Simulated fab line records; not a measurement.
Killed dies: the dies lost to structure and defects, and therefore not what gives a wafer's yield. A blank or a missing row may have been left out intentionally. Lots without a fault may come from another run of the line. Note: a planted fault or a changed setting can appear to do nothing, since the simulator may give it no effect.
Which of the tools did it?	flow ritCmos	14 lots, 42 wafers sampled, at 2 steps of a route of 202

== WHAT THE GAUGES READ, wafer by wafer ==
No reading from a measuring or inspecting step in the record can be judged against a usual standard deviation.

== EACH LOT AND THE TOOL THAT RAN IT (in order: tool; ch and the chambers of the sampled wafers; start) ==
lot	RIT_PSD_DEVELOP_05	RIT_M1_PROBE_99
L735	lithoTrack-04 ch 0, day 3 02:00	-
L736	lithoTrack-04 ch 0, day 3 09:00	-
L737	lithoTrack-02 ch 0, day 3 12:00	-
L738	lithoTrack-02 ch 0, day 3 19:00	-
L744	lithoTrack-03 ch 0, day 5 06:00	-
L745	lithoTrack-04 ch 0, day 5 10:00	-
L747	lithoTrack-04 ch 0, day 6 02:00	-
L748	lithoTrack-02 ch 0, day 6 04:00	-
L751	lithoTrack-02 ch 0, day 6 20:00	prober-01, day 7 05:47
L753	lithoTrack-02 ch 0, day 6 23:00	-
L755	lithoTrack-02 ch 0, day 7 08:00	-
L756	lithoTrack-03 ch 0, day 7 11:00	-
L757	lithoTrack-03 ch 0, day 7 19:00	prober-02, day 8 03:34
L758	lithoTrack-03 ch 0, day 7 21:00	prober-01, day 8 06:10
- RIT_PSD_DEVELOP_05: develop time 50 s.
- RIT_M1_PROBE_99

== WHAT THE TOOLS THEMSELVES READ (means of the sampled wafers that have a number; where no wafer has one, the mark that the record gives instead) ==
RIT_PSD_DEVELOP_05.
lot	tool	chillPlateTempC (C)	developerTempC (C)
L735	lithoTrack-04	22.95	22.95
L736	lithoTrack-04	22.90	22.85
L737	lithoTrack-02	23.00	22.91
L738	lithoTrack-02	22.96	22.86
L744	lithoTrack-03	22.95	23.06
L745	lithoTrack-04	22.99	22.96
L747	lithoTrack-04	22.92	23.03
L748	lithoTrack-02	23.03	23.02
L751	lithoTrack-02	22.99	23.08
L753	lithoTrack-02	22.98	22.18
L755	lithoTrack-02	23.12	22.12
L756	lithoTrack-03	23.05	23.04
L757	lithoTrack-03	22.97	22.98
L758	lithoTrack-03	22.95	23.12

RIT_M1_PROBE_99.
lot	tool	killed_at_M0_to_M3	killedAtContacts	killedAtFrontEnd	killedDies	killedOpen	killedShort
L751	prober-01	0.0	0.3	5	6	1.7	4.0
L757	prober-02	0.0	0.0	7	7	3.3	4.0
L758	prober-01	0.0	0.0	9	9	4.0	4.7

== THE ANSWER, worked out from the rows above alone ==
Rule: what is usual is taken from the lots themselves. Put in order of their means at a reading, lots are off if they are a third of the lots or fewer, leave a main group of 4 or more, and stand apart from it by a gap of 3 or more times the standard deviation of the main group's means; of several such gaps the widest counts. A main group is skipped when, at the precision printed for the reading in the tables above, its means are all equal. A lot without any number at a reading at which 4 lots or more have one is off too. The other lots that the step has rows for count as sound. First the gauges in route order, then the tools' own readings, where a lot's mean is used as printed above. At the first step where some lot is off, the reading lying furthest off is the one used; lots without a number count as furthest.
Off: L753, L755, at RIT_PSD_DEVELOP_05 (developerTempC). Main group: mean 22.99 C, sd 0.082.
A tool fits if, at that step or a process step before it, it ran every lot that is off, and no sound lot after the first of them. One fits: lithoTrack-02 at RIT_PSD_DEVELOP_05. A fault onset in the window from L751 (day 6 20:00, its last sound lot) to L753 (day 6 23:00, its first lot off) fits.
On the lots that are off, the tool's own readings at RIT_PSD_DEVELOP_05 differ by more than 5 times the standard deviation of the sound lots' means, which bears it out; developerTempC reads 22.15 C there versus 22.99 C on the sound lots.

== WHAT HAD BEEN PUT IN BY THE SIMULATOR ==
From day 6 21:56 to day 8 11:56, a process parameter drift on lithoTrack-02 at RIT_PSD_DEVELOP_05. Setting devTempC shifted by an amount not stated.
Shown lots that were struck: L753, L755. The rule given above showed the same thing.
